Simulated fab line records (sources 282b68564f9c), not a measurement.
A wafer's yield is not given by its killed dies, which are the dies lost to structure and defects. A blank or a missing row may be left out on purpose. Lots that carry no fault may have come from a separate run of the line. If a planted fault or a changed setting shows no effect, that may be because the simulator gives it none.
Which tool did it? | flow rit-cmos | route of 202 steps, sampled at 1 step: 6 lots, 18 wafers

## WHAT THE GAUGES SHOWED, per wafer
RIT_WELLDRIVE_RS_MEAS_02: measurement is done with a four-point probe.
lot  | measured    | on            | PWELL_RS (ohm/sq)
L782 | day 2 17:33 | film-metro-04 | 429.3 427.4 428.3
L785 | day 3 11:50 | film-metro-01 | 430.1 431.4 430.8
L787 | day 3 18:46 | film-metro-01 | 430.6 428.5 431.6
L791 | day 4 13:06 | film-metro-04 | 429.1 430.3 429.2
L793 | day 4 22:07 | film-metro-01 | 429.1 431.1 431.1
L801 | day 6 13:53 | film-metro-04 | 429.5 430.1 428.8

## WHAT TOOL EACH LOT RAN ON (gives the tool, then ch and the chambers of the sampled wafers, and finally the start)
No process step before these readings appears in the record.

## THE ANSWER, worked out from the rows above alone
Rule: the lots themselves supply what counts as usual. Put in order of their means at a reading, lots are off if they are a third of the lots or fewer, leave a main group of 4 or more, and stand apart from it by a gap of 3 or more times the standard deviation of the main group's means; of several such gaps the widest counts. If all means in a main group match to the digits the tables above print for the reading, that group is not used. Also off: a lot with no number at a reading for which 4 or more lots have one. Where the step has rows for the other lots, those lots are counted as sound.
No lot is off on any of the readings shown, so nothing can be concluded from this.

## WHAT THE SIMULATOR PUT IN
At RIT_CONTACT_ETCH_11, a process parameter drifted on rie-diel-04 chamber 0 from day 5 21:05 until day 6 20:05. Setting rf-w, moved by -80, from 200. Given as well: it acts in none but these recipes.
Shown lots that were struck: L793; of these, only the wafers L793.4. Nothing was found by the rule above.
